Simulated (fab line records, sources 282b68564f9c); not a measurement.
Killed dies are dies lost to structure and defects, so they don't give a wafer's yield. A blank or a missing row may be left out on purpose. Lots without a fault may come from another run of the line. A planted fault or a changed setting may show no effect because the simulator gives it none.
Which tool did it? | flow rit_cmos | 14 lots, 42 wafers sampled, at 2 steps of a route of 202

WHAT THE GAUGES READ, wafer by wafer
RIT_GATE_CD_MEAS_16: target cd 150 nm.
lot  | measured    | on        | cd_nm (nm)
L749 | day 2 16:08 | cd_sem-02 | 146.4 147.6 147.8
L750 | day 2 20:15 | cd_sem-02 | 152.3 150.1 150.5
L751 | day 3 01:36 | cd_sem-01 | 149.4 151.7 151.2
L753 | day 3 15:09 | cd_sem-02 | 158.4 155.6 154.8
L754 | day 3 17:27 | cd_sem-02 | 148.1 150.6 149.6
L755 | day 3 23:13 | cd_sem-01 | 166.1 165.6 165.7
L757 | day 4 05:56 | cd_sem-02 | 162.6 162.8 165.5
L759 | day 4 20:19 | cd_sem-02 | 153.8 152.2 153.0
L762 | day 5 16:24 | cd_sem-01 | 153.3 154.9 152.8
L764 | day 5 19:17 | cd_sem-01 | 150.0 145.1 150.4
L766 | day 6 12:43 | cd_sem-01 | 152.4 149.2 151.8
L767 | day 7 00:29 | cd_sem-01 | 147.5 151.5 148.9
L768 | day 7 03:32 | cd_sem-01 | 145.0 145.8 146.5
L771 | day 7 22:41 | cd_sem-02 | 152.2 154.0 153.3

WHICH TOOL RAN EACH LOT (tool, then ch and the chambers of the sampled wafers, then the start)
lot  | RIT_GATE_COAT_11
L749 | litho_track-03 ch 0, day 2 15:07
L750 | litho_track-02 ch 0, day 2 19:26
L751 | litho_track-02 ch 0, day 3 00:46
L753 | litho_track-03 ch 0, day 3 14:14
L754 | litho_track-03 ch 0, day 3 16:37
L755 | litho_track-03 ch 0, day 3 22:31
L757 | litho_track-03 ch 0, day 4 05:07
L759 | litho_track-01 ch 0, day 4 19:38
L762 | litho_track-02 ch 0, day 5 15:35
L764 | litho_track-02 ch 0, day 5 18:35
L766 | litho_track-01 ch 0, day 6 12:01
L767 | litho_track-02 ch 0, day 6 23:39
L768 | litho_track-03 ch 0, day 7 02:47
L771 | litho_track-03 ch 0, day 7 21:37
- RIT_GATE_COAT_11: resist thk 850 nm.

WHAT THE TOOLS THEMSELVES READ (means of the sampled wafers that have a number; where no wafer has one, the mark that the record gives instead)
The record holds no such reading with a usual standard deviation.

THE ANSWER, worked out from the rows above alone
Rule: what is usual is taken from the lots themselves. Put in order of their means at a reading, lots are off if they are a third of the lots or fewer, leave a main group of 4 or more, and stand apart from it by a gap of 3 or more times the standard deviation of the main group's means; of several such gaps the widest counts. A main group whose means are all the same, to the digits that the tables above print for the reading, isn't used. A lot without any number at a reading at which 4 lots or more have one is off too. The other lots that the step has rows for count as sound. The gauges are gone through in route order, then the tools' own readings, and for those a lot's mean is taken as printed above. The first step at which some lot is off is used, and at that step the reading that is off furthest; a lot without a number counts as furthest.
No lot is off at any reading shown: from this, nothing can be told.

WHAT THE SIMULATOR HAD PUT IN
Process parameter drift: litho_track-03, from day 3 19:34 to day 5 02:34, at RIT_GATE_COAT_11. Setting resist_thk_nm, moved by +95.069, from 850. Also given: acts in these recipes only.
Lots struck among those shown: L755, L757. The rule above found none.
